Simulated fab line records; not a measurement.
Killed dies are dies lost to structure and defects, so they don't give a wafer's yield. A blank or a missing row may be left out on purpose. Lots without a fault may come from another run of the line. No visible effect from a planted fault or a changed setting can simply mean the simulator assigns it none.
Comparing a struck lot with a sound one || flow rit cmos || 18 out of 202 route steps
Sound: the wafers L621.2, L621.3, L621.5. Wafers struck: L627.2, L627.3, L627.5. The cause is named last.
For every step that has rows: the tool of each side, followed by ch and its chambers, followed by its first start. Under that, the readings that differ: sound wafers || struck wafers || difference of the means || sigmas: that difference in standard deviations of wafers without a fault.
alike: readings whose means differ by less than 2 such deviations, and words and numbers that are the same on both sides. not compared: withheld readings, readings that some wafer has no value for, bounds like >300 that may hide the same value, and numbers for which the record gives no deviation and whose values overlap.
The two part at a step that has a row with sigmas, a row that says differs or no value, or rows on one side only. When numbers do not overlap yet have no deviation, they are printed without sigmas and do not part them. A reading missing from all wafers of one side parts the sides only when that side holds two or more wafers.

first, 1 step without rows for these wafers: RIT_PLDD_IMPLANT_08.
RIT_PLDD_STRIP_09: strips in O2, time 180 s.
  sound on plasma asher-03 ch 0,1, day 4 01:08; struck on plasma asher-01 ch 1, day 5 07:56
  alike: drypump motor current A
  not compared: rf hours counter h
RIT_PLDD_TW_MEAS_10:
  sound on film metro-04, day 4 01:19; struck on film metro-03, day 5 08:07
  alike: PLDD_TW
then, 4 steps without rows for these wafers: RIT_SPACER_CLEAN_00 (cleans in SC1, time 600 s); RIT_SPACER_CLEAN_01 (cleans in dHF, time 30 s); RIT_SPACER_CLEAN_02 (cleans in SC2, time 600 s); RIT_SPACER_CVD_03 (deposits Si3N4 from SiH2Cl2/NH3, target thk 250 nm, time 3300 s).
RIT_SPACER_THK_MEAS_04:
  sound on film metro-03, day 4 03:42; struck on film metro-01, day 5 10:38
  alike: SPACER_NITRIDE_THK
RIT_SPACER_ETCHBACK_05: etches Si3N4 in SF6/CHF3, stops on SiO2, target depth 250 nm, time 240 s.
  sound on rie diel-03 ch 0,1,3, day 4 03:45; struck on rie diel-01 ch 0,1, day 5 10:41
  alike: drypump motor current A, oes product au, throttle valve pct
  not compared: rf hours counter h
then, 3 steps without rows for these wafers: RIT_NSD_HMDS_00 (prime time 60 s); RIT_NSD_COAT_01 (resist thk 1000 nm); RIT_NSD_SOFTBAKE_02 (time 60 s).
RIT_NSD_EXPOSE_03: exposes mask M9, target cd 40700 nm.
  sound on iline stepper-01 ch 0, day 4 04:22; struck on iline stepper-02 ch 0, day 5 11:26
{"reading": "model.NSD.overlay x nm (nm)", "sound": "0.01129 0.01129 0.01129", "struck": "358.5 358.5 358.5", "difference": "+358.5", "sigmas": ""}
  alike: mask, reticle temp C
then, 2 steps without rows for these wafers: RIT_NSD_PEB_04; RIT_NSD_DEVELOP_05 (develop time 50 s).
RIT_NSD_OVL_MEAS_06:
  sound on overlay-02, day 4 04:46; struck on overlay-01, day 5 11:49
{"reading": "NSD_OVL (nm)", "sound": "0.8 -1.2 1.3", "struck": "355.4 355.9 357.3", "difference": "+355.9", "sigmas": "+99 or more"}
then, 1 step without rows for these wafers: RIT_NSD_HARDBAKE_07 (time 60 s).
RIT_M1_PROBE_99:
  sound on prober-02, day 4 15:29; struck on prober-02, day 5 22:43
{"reading": "model.etest.pmos_0p15.r on ohm um", "sound": "2725 2732 2730", "struck": "3131 2958 3028", "difference": "+310", "sigmas": ""}
{"reading": "model.etest.nmos_0p15.r on ohm um", "sound": "1131 1123 1116", "struck": "1196 1168 1177", "difference": "+57", "sigmas": ""}
{"reading": "model.etest.nmos_0p15.drive ua um", "sound": "468.2 458.6 470.7", "struck": "424 446.6 437.3", "difference": -30, "sigmas": ""}
{"reading": "model.etest.pmos_0p15.drive ua um", "sound": "256.6 252.7 256.7", "struck": "222.1 236.2 229.9", "difference": -25.9, "sigmas": ""}
{"reading": "model.etest.npoly line.line ohm um", "sound": "177.2 172.2 171.2", "struck": "149.6 157 156.9", "difference": -19.0, "sigmas": ""}
{"reading": "model.etest.ppoly line.line ohm um", "sound": "170.1 165.6 165.3", "struck": "145.8 152.6 150.5", "difference": -17.4, "sigmas": ""}
{"reading": "model.etest.npoly line.width nm (nm)", "sound": "98.86 100.5 98.77", "struck": "110.6 105.9 106.6", "difference": "+8.3", "sigmas": ""}
{"reading": "model.etest.ppoly line.width nm (nm)", "sound": "99.67 100.8 99.31", "struck": "111.8 105.9 107.9", "difference": "+8.6", "sigmas": ""}
  alike: killed at front end, killed dies, killed open, killed short

WHERE THEY PART
Within this record, at RIT_NSD_OVL_MEAS_06 only. Later steps at which nothing parts them and some readings are alike: RIT_M1_PROBE_99.

WHY: what the simulator had put in
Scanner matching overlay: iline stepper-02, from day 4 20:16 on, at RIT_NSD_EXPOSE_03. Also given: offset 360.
